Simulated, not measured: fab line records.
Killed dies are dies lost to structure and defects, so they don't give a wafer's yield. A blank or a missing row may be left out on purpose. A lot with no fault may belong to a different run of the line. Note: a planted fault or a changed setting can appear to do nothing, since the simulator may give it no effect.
fab line records	flow berkeley-cmos170
[record] lots = 5	wafers = 23
route steps=331 shown V2@299 M3@310
start-h: start of the lot's first displayed wafer, in hours after the record's first day	wait-h: how many hours have passed since the lot's step before this one	" as in the row above	L1.1+2: a single row standing in for several wafers	- either no value or no given start	* or withheld: withheld	< > ~ a bound
route shown NAME@n: NAME is a module with steps in the file, n the number in the route of the first one	usual: mean/standard deviation taken from wafers without a fault	same: alike in all rows	chamber/n: place in a boat	sites: readings site by site	_std_site: the values' standard deviation	_edge_site: the outer-site mean with the inner-site mean subtracted	radius-mm: how far each site lies from the wafer's centre	mask NAME#n: copy n	behind: the last tool/chamber to shape the wafer	hold: why the lot went on hold/how many hours it stayed there/how the hold came to an end	device: transistor that didn't switch, given as n, p or np	end of line: tests run on the same wafers once the route is complete	a step given without rows: its recipe and nothing more	killed: not the wafer's yield, but the dies lost to structure and defects at the first sort	map: the dies of a wafer, with x for killed, . for not killed, _ for no die there
set.NAME: the setting as run; set.NAME@STEP: as run at that earlier step	model.NAME: the simulator's own value behind a step, which no gauge read
lots with deliberately changed settings; one table per step, one row per wafer
[[steps]]
[step UCB170_V2_COAT_07]
[recipe] resist = KrF	spin-rpm = 1500	resist-thk-nm = 900
lot.wafer	tool	chamber	start-h	wait-h	set.resist-thk-nm	model.KrF_of_V2_COAT_07.thk-nm
L079.1	litho-track-04	0	203.34	0.1	900	898.5
L079.2	"	0	"	"	943.8	941.6
L079.3	"	0	"	"	900	899.5
L079.5	"	0	"	"	900	899.2
L079.6	"	0	"	"	943.8	941.5
L078.1	litho-track-04	0	204.51	0.1	900	900.4
L078.2	"	0	"	"	884.9	884.4
L078.4	"	0	"	"	900	900.9
L078.5	"	0	"	"	884.9	886.1
L078.6	"	0	"	"	900	898
L081.1	litho-track-01	0	213.97	0.1	900	897.6
L081.2	"	0	"	"	900	898.1
L081.6	"	0	"	"	900	900.1
L084.1+6	litho-track-01	0	230.14	0.1	900	900.3
L084.2	"	0	"	"	858.2	859.2
L084.4	"	0	"	"	900	902.1
L084.5	"	0	"	"	858.2	860.4
L085.1+6	litho-track-04	0	233.64	0.1	853.8	857
L085.2	"	0	"	"	900	904.9
L085.4+5	"	0	"	"	900	902.8
[step UCB170_V2_SOFTBAKE_08]
[recipe] resist = KrF	temp-c = 130	time-s = 60
[step UCB170_V2_EXPOSE_09]
[recipe] mask-id = VIA2	target-cd-nm = 700	na = 0.5	sigma-outer = 0.6	source-shape = conventional	dose-mj = 37
[step UCB170_V2_ETCH_14]
[recipe] chemistry = CHF3/CF4/Ar	target = SiO2	stop-on = Al	CHF3_flow_sccm = 45	cf4-flow-sccm = 15	Ar_flow_sccm = 150	pressure-mtorr = 200	rf-w = 700	target-depth-a = 12500	over-etch-frac = 0.25	time-s = 291
lot.wafer	tool	chamber	start-h	wait-h	set.resist-thk-nm@V2_COAT_07	model.KrF_of_V2_COAT_07.thk-nm
L079.1	rie-diel-03	2	204.18	0.0	900	614.2
L079.2	"	3	"	"	943.8	660.8
L079.3	"	1	"	"	900	620
L079.5	"	2	"	"	900	612.7
L079.6	"	3	"	"	943.8	662.9
L078.1	rie-diel-01	2	206.17	0.0	900	608.9
L078.2	"	3	"	"	884.9	589.2
L078.4	"	0	"	"	900	606.9
L078.5	"	3	"	"	884.9	592.5
L078.6	"	2	"	"	900	607.4
L081.1	rie-diel-01	2	215.15	0.0	900	609.1
L081.2	"	3	"	"	900	607.1
L081.6	"	0	"	"	900	612.2
L084.1	rie-diel-01	2	230.99	0.0	900	610.9
L084.2	"	0	"	"	858.2	569.6
L084.4	"	2	"	"	900	613.4
L084.5	"	2	"	"	858.2	572
L084.6	"	0	"	"	900	610.7
L085.1	rie-diel-01	2	234.64	0.0	853.8	569
L085.2	"	0	"	"	900	615.6
L085.4	"	0	"	"	900	613.4
L085.5	"	0	"	"	900	613.5
L085.6	"	2	"	"	853.8	569.5
[step UCB170_V2_STRIP_15]
[recipe] chemistry = O2	power-w = 400	pressure-mtorr = 3500	platen-temp-c = withheld	o2-flow-sccm = 400	overash-fraction = 0.5
[usual] strip-time-to-endpoint-s = 15.35/0.11
lot.wafer	tool	chamber	start-h	wait-h	set.resist-thk-nm@V2_COAT_07	strip-time-to-endpoint-s
L079.1	plasma-asher-04	1	204.36	0.1	900	15.41
L079.2	"	0	"	"	943.8	16.46
L079.3	"	1	"	"	900	15.54
L079.5	"	0	"	"	900	15.38
L079.6	"	1	"	"	943.8	16.48
L078.1	plasma-asher-04	0	206.35	0.1	900	15.30
L078.2	"	1	"	"	884.9	14.82
L078.4	"	1	"	"	900	15.25
L078.5	"	1	"	"	884.9	14.90
L078.6	"	0	"	"	900	15.25
L081.1	plasma-asher-01	0	215.33	0.1	900	15.29
L081.2	"	1	"	"	900	15.24
L081.6	"	0	"	"	900	15.37
L084.1	plasma-asher-03	0	231.26	0.2	900	15.34
L084.2	"	1	"	"	858.2	14.35
L084.4	"	0	"	"	900	15.40
L084.5	"	1	"	"	858.2	14.42
L084.6	"	0	"	"	900	15.33
L085.1	plasma-asher-01	0	234.91	0.2	853.8	14.33
L085.2	"	1	"	"	900	15.44
L085.4	"	0	"	"	900	15.38
L085.5	"	0	"	"	900	15.39
L085.6	"	1	"	"	853.8	14.34
[step UCB170_M3_SPUTTER_01]
[recipe] material = Al	target-thk-nm = 900	time-s = 120	power-w = 6000	chamber-pressure-pa = 0.5
lot.wafer	tool	chamber	start-h	wait-h	set.time-s	model.Al_of_M3_SPUTTER_01.thk-nm
L079.1	pvd-sputter-02	-	204.65	0.0	107.7	809
L079.2	"	-	"	"	120	898.6
L079.3	"	-	"	"	120	900.7
L079.5	"	-	"	"	107.7	801.6
L079.6	"	-	"	"	107.7	807
L078.1	pvd-sputter-04	-	206.64	0.0	120	907.9
L078.2	"	-	"	"	120	903.9
L078.4	"	-	"	"	120	891.9
L078.5	"	-	"	"	120	898.6
L078.6	"	-	"	"	120	904.9
L081.1	pvd-sputter-01	-	215.61	0.0	120	902.7
L081.2	"	-	"	"	120	907.9
L081.6	"	-	"	"	120	890.5
L084.1	pvd-sputter-02	-	231.54	0.0	120	895
L084.2	"	-	"	"	120	896.7
L084.4	"	-	"	"	120	891.6
L084.5	"	-	"	"	120	889.2
L084.6	"	-	"	"	120	892.4
L085.1	pvd-sputter-02	-	235.20	0.0	120	897.9
L085.2	"	-	"	"	110.3	820.1
L085.4	"	-	"	"	120	905
L085.5	"	-	"	"	110.3	828
L085.6	"	-	"	"	120	889.6
[step UCB170_M3_RS_MEAS_02]
[recipe] thk-meas-gauge = four-point-probe	reads = Al_of_M3_SPUTTER_01
[usual] M3_AL_RS = 0.0322/0.00036
lot.wafer	tool	chamber	start-h	wait-h	set.time-s@M3_SPUTTER_01	M3_AL_RS[ohm/sq]
L079.1	film-metro-01	-	204.73	0.0	107.7	0.0359
L079.2	"	-	"	"	120	0.0322
L079.3	"	-	"	"	120	0.0321
L079.5	"	-	"	"	107.7	0.0363
L079.6	"	-	"	"	107.7	0.0359
L078.1	film-metro-03	-	206.72	0.0	120	0.0318
L078.2	"	-	"	"	120	0.0320
L078.4	"	-	"	"	120	0.0324
L078.5	"	-	"	"	120	0.0322
L078.6	"	-	"	"	120	0.0320
L081.1	film-metro-01	-	215.75	0.1	120	0.0321
L081.2	"	-	"	"	120	0.0319
L081.6	"	-	"	"	120	0.0326
L084.1	film-metro-01	-	231.63	0.0	120	0.0323
L084.2	"	-	"	"	120	0.0322
L084.4	"	-	"	"	120	0.0325
L084.5	"	-	"	"	120	0.0326
L084.6	"	-	"	"	120	0.0324
L085.1	film-metro-03	-	235.28	0.0	120	0.0321
L085.2	"	-	"	"	110.3	0.0353
L085.4	"	-	"	"	120	0.0320
L085.5	"	-	"	"	110.3	0.0350
L085.6	"	-	"	"	120	0.0325
[step UCB170_M3_THK_MEAS_03]
[recipe] thk-meas-gauge = xrf	reads = Al_of_M3_SPUTTER_01
[usual] M3_AL_THK = 880/10
lot.wafer	tool	chamber	start-h	wait-h	set.time-s@M3_SPUTTER_01	M3_AL_THK[nm]
L079.1	film-metro-01	-	204.85	0.1	107.7	791
L079.2	"	-	"	"	120	880
L079.3	"	-	"	"	120	882
L079.5	"	-	"	"	107.7	786
L079.6	"	-	"	"	107.7	786
L078.1	film-metro-03	-	206.84	0.1	120	904
L078.2	"	-	"	"	120	894
L078.4	"	-	"	"	120	883
L078.5	"	-	"	"	120	889
L078.6	"	-	"	"	120	895
L081.1	film-metro-01	-	215.87	0.1	120	881
L081.2	"	-	"	"	120	885
L081.6	"	-	"	"	120	870
L084.1	film-metro-01	-	231.75	0.1	120	876
L084.2	"	-	"	"	120	879
L084.4	"	-	"	"	120	877
L084.5	"	-	"	"	120	873
L084.6	"	-	"	"	120	875
L085.1	film-metro-03	-	235.40	0.1	120	888
L085.2	"	-	"	"	110.3	810
L085.4	"	-	"	"	120	898
L085.5	"	-	"	"	110.3	815
L085.6	"	-	"	"	120	876
[step UCB170_M3_COAT_09]
[recipe] resist = BARC	temp-c = withheld	time-s = withheld	spin-rpm = 3000	resist-thk-nm = withheld
lot.wafer	tool	chamber	start-h	wait-h	set.spin-rpm
L079.1+2+6	litho-track-03	0	206.66	0.6	3158
L079.3+5	"	0	"	"	3000
L078.1+2+4+5+6	litho-track-03	0	208.22	0.2	3000
L081.1+2+6	litho-track-02	0	217.11	0.2	3000
L084.1+2	litho-track-03	0	233.31	0.4	3000
L084.4+5+6	"	0	"	"	2833
L085.1+2+4+5+6	litho-track-03	0	236.32	0.1	3000
[step UCB170_M3_COAT_10]
[recipe] resist = KrF	spin-rpm = 1472	resist-thk-nm = 900
[step UCB170_M3_SOFTBAKE_11]
[recipe] resist = KrF	temp-c = 130	time-s = 60
[step UCB170_M3_ETCH_17]
[recipe] chemistry = N2/H2	target-depth-a = withheld	overetch-a = withheld	target = BARC	time-s = withheld	source-w = 500	bias-w = 100	pressure-mtorr = 30	n2-flow-sccm = 100	h2-flow-sccm = 200
[step UCB170_M3_METAL_ETCH_18]
[recipe] chemistry = Cl2/BCl3	target = Al	stop-on = SiO2	pressure-mtorr = 12	target-depth-a = 11700	over-etch-frac = 0.3	time-s = 186.4	icp-w = 600	bias-w = 120	Cl2_flow_sccm = 90	bcl3-flow-sccm = 45
[usual] oes-product-au = 0.874/0.011
lot.wafer	tool	chamber	start-h	wait-h	set.time-s@M3_SPUTTER_01	oes-product-au
L079.1	rie-metal-03	0	207.70	-	107.7	0.816
L079.2	"	1	"	"	120	0.874
L079.3	"	0	"	"	120	0.874
L079.5	"	0	"	"	107.7	0.815
L079.6	"	1	"	"	107.7	0.830
L078.1	rie-metal-02	1	209.74	-	120	0.872
L078.2	"	0	"	"	120	0.875
L078.4	"	0	"	"	120	0.865
L078.5	"	0	"	"	120	0.876
L078.6	"	1	"	"	120	0.869
L081.1	rie-metal-03	0	218.26	-	120	0.867
L081.2	"	1	"	"	120	0.891
L081.6	"	0	"	"	120	0.860
L084.1	rie-metal-03	0	234.61	-	120	0.864
L084.2	"	1	"	"	120	0.882
L084.4	"	1	"	"	120	0.882
L084.5	"	0	"	"	120	0.855
L084.6	"	1	"	"	120	0.878
L085.1	rie-metal-02	0	237.36	-	120	0.877
L085.2	"	1	"	"	110.3	0.820
L085.4	"	1	"	"	120	0.874
L085.5	"	0	"	"	110.3	0.836
L085.6	"	1	"	"	120	0.866
[[key]]
[split] step = UCB170_V2_COAT_07	setting = resist-thk-nm	stated = 900	by = wafer
[response] step = UCB170_V2_COAT_07	reading = model.KrF_of_V2_COAT_07.thk-nm	change = +8.88	per = 1%	r = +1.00
[response] step = UCB170_V2_ETCH_14	reading = model.KrF_of_V2_COAT_07.thk-nm	change = +9.05	per = 1%	r = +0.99
[response] step = UCB170_V2_STRIP_15	reading = strip-time-to-endpoint-s	change = *	per = 1%	r = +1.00
[split] step = UCB170_M3_SPUTTER_01	setting = time-s	stated = 120	by = wafer
[response] step = UCB170_M3_SPUTTER_01	reading = model.Al_of_M3_SPUTTER_01.thk-nm	change = +9.12	per = 1%	r = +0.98
[response] step = UCB170_M3_RS_MEAS_02	reading = M3_AL_RS	change = -0.000373	per = 1%	r = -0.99
[response] step = UCB170_M3_THK_MEAS_03	reading = M3_AL_THK	change = +9.17	per = 1%	r = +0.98
[response] step = UCB170_M3_METAL_ETCH_18	reading = oes-product-au	change = +0.00532	per = 1%	r = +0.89
[split] step = UCB170_M3_COAT_09	setting = spin-rpm	stated = 3000	by = wafer
response none clear
